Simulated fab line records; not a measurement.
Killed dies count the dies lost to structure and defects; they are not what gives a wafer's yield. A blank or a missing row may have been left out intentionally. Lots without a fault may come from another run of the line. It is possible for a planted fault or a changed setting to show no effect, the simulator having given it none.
Commonality check across tools || flow berkeley_cmos170 || Lots sampled 14, wafers sampled 42

== THE REASON FOR OPENING IT ==
2 of 14 lots carry a flag on the reading NWELL_TW at UCB170_NWELL_TW_MEAS_16. No-fault wafers: 1246, standard deviation 9.4.
Rule: a lot gets a flag if all its wafers with a number sit over 4 standard deviations from that mean, or if no wafer of it has a number. The other lots count as sound.

{"lot": "L102", "measured": "day 2 13:32", "on": "film_metro-02", "NWELL_TW, wafer by wafer": "1236 1238 1238", "flag": ""}
{"lot": "L104", "measured": "day 2 20:31", "on": "film_metro-01", "NWELL_TW, wafer by wafer": "1245 1245 1242", "flag": ""}
{"lot": "L103", "measured": "day 2 20:32", "on": "film_metro-02", "NWELL_TW, wafer by wafer": "1243 1241 1239", "flag": ""}
{"lot": "L105", "measured": "day 3 05:08", "on": "film_metro-03", "NWELL_TW, wafer by wafer": "1255 1262 1257", "flag": ""}
{"lot": "L106", "measured": "day 3 11:53", "on": "film_metro-03", "NWELL_TW, wafer by wafer": "1256 1261 1253", "flag": ""}
{"lot": "L108", "measured": "day 3 12:28", "on": "film_metro-01", "NWELL_TW, wafer by wafer": "1249 1245 1250", "flag": ""}
{"lot": "L111", "measured": "day 4 11:02", "on": "film_metro-01", "NWELL_TW, wafer by wafer": "1245 1246 1246", "flag": ""}
{"lot": "L112", "measured": "day 4 16:52", "on": "film_metro-02", "NWELL_TW, wafer by wafer": "1234 1230 1238", "flag": ""}
{"lot": "L113", "measured": "day 4 17:20", "on": "film_metro-02", "NWELL_TW, wafer by wafer": "1389 1383 1380", "flag": "FLAGGED"}
{"lot": "L114", "measured": "day 5 00:27", "on": "film_metro-03", "NWELL_TW, wafer by wafer": "1399 1402 1405", "flag": "FLAGGED"}
{"lot": "L120", "measured": "day 6 03:29", "on": "film_metro-01", "NWELL_TW, wafer by wafer": "1243 1244 1239", "flag": ""}
{"lot": "L121", "measured": "day 6 10:59", "on": "film_metro-03", "NWELL_TW, wafer by wafer": "1252 1259 1254", "flag": ""}
{"lot": "L122", "measured": "day 6 21:05", "on": "film_metro-01", "NWELL_TW, wafer by wafer": "1239 1243 1239", "flag": ""}
{"lot": "L125", "measured": "day 7 11:57", "on": "film_metro-01", "NWELL_TW, wafer by wafer": "1244 1249 1245", "flag": ""}
The mean of the flagged lots' numbers is 1393, +147 from the usual (+16 standard deviations).

== LOT BY LOT: THE TOOL USED ==
The record keeps 1 process step preceding the reading, out of 331 steps on the route. Read each cell as the tool, then ch plus the chambers that the sampled wafers visited, then the start.
{"lot": "L102", "flag": "", "UCB170_NWELL_IMPLANT_14": "implanter-04 ch 0, day 2 13:17"}
{"lot": "L104", "flag": "", "UCB170_NWELL_IMPLANT_14": "implanter-04 ch 0, day 2 20:16"}
{"lot": "L103", "flag": "", "UCB170_NWELL_IMPLANT_14": "implanter-02 ch 0, day 2 20:18"}
{"lot": "L105", "flag": "", "UCB170_NWELL_IMPLANT_14": "implanter-02 ch 0, day 3 04:53"}
{"lot": "L106", "flag": "", "UCB170_NWELL_IMPLANT_14": "implanter-01 ch 0, day 3 11:38"}
{"lot": "L108", "flag": "", "UCB170_NWELL_IMPLANT_14": "implanter-01 ch 0, day 3 12:13"}
{"lot": "L111", "flag": "", "UCB170_NWELL_IMPLANT_14": "implanter-02 ch 0, day 4 10:47"}
{"lot": "L112", "flag": "", "UCB170_NWELL_IMPLANT_14": "implanter-04 ch 0, day 4 16:37"}
{"lot": "L113", "flag": "FLAGGED", "UCB170_NWELL_IMPLANT_14": "implanter-02 ch 0, day 4 17:05"}
{"lot": "L114", "flag": "FLAGGED", "UCB170_NWELL_IMPLANT_14": "implanter-02 ch 0, day 5 00:12"}
{"lot": "L120", "flag": "", "UCB170_NWELL_IMPLANT_14": "implanter-01 ch 0, day 6 03:16"}
{"lot": "L121", "flag": "", "UCB170_NWELL_IMPLANT_14": "implanter-04 ch 0, day 6 10:45"}
{"lot": "L122", "flag": "", "UCB170_NWELL_IMPLANT_14": "implanter-01 ch 0, day 6 20:50"}
{"lot": "L125", "flag": "", "UCB170_NWELL_IMPLANT_14": "implanter-01 ch 0, day 7 11:43"}
What the steps here do:
- UCB170_NWELL_IMPLANT_14
- UCB170_NWELL_TW_MEAS_16

== FLAGGED OVER TOTAL, TOOL BY TOOL (the gauges that took the reading come last) ==
{"step": "UCB170_NWELL_IMPLANT_14", "tool": "implanter-01", "lots run": 5, "flagged": 0, "share of the flagged lots": "none", "sound lots run after its first flagged lot": "-"}
{"step": "UCB170_NWELL_IMPLANT_14", "tool": "implanter-02", "lots run": 5, "flagged": 2, "share of the flagged lots": "all", "sound lots run after its first flagged lot": 0}
{"step": "UCB170_NWELL_IMPLANT_14", "tool": "implanter-04", "lots run": 4, "flagged": 0, "share of the flagged lots": "none", "sound lots run after its first flagged lot": "-"}
{"step": "UCB170_NWELL_TW_MEAS_16", "tool": "film_metro-01", "lots run": 6, "flagged": 0, "share of the flagged lots": "none", "sound lots run after its first flagged lot": "-"}
{"step": "UCB170_NWELL_TW_MEAS_16", "tool": "film_metro-02", "lots run": 4, "flagged": 1, "share of the flagged lots": "some", "sound lots run after its first flagged lot": 0}
{"step": "UCB170_NWELL_TW_MEAS_16", "tool": "film_metro-03", "lots run": 4, "flagged": 1, "share of the flagged lots": "some", "sound lots run after its first flagged lot": "1 (L121)"}

== WHAT IS ALLOWED BY THE TABLE ==
1 row of the table ran every flagged lot: implanter-02 at UCB170_NWELL_IMPLANT_14.
- implanter-02 at UCB170_NWELL_IMPLANT_14 ran 5 lots, 2 of them flagged. Its last sound lot is L111 (day 4 10:47), its first flagged lot L113 (day 4 17:05): a fault that began between those two fits. Its own readings (dose_ions_cm2, faraday_current_uA) fall more than 4 standard deviations out on all wafers of the flagged lots.
Left over: one tool, implanter-02 at UCB170_NWELL_IMPLANT_14.

== WHAT WAS PUT IN BY THE SIMULATOR ==
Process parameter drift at UCB170_NWELL_IMPLANT_14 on implanter-02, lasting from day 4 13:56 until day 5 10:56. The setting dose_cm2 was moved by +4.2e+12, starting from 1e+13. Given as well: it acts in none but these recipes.
Shown lots that were struck: L113, L114. The rule above reached the same finding.
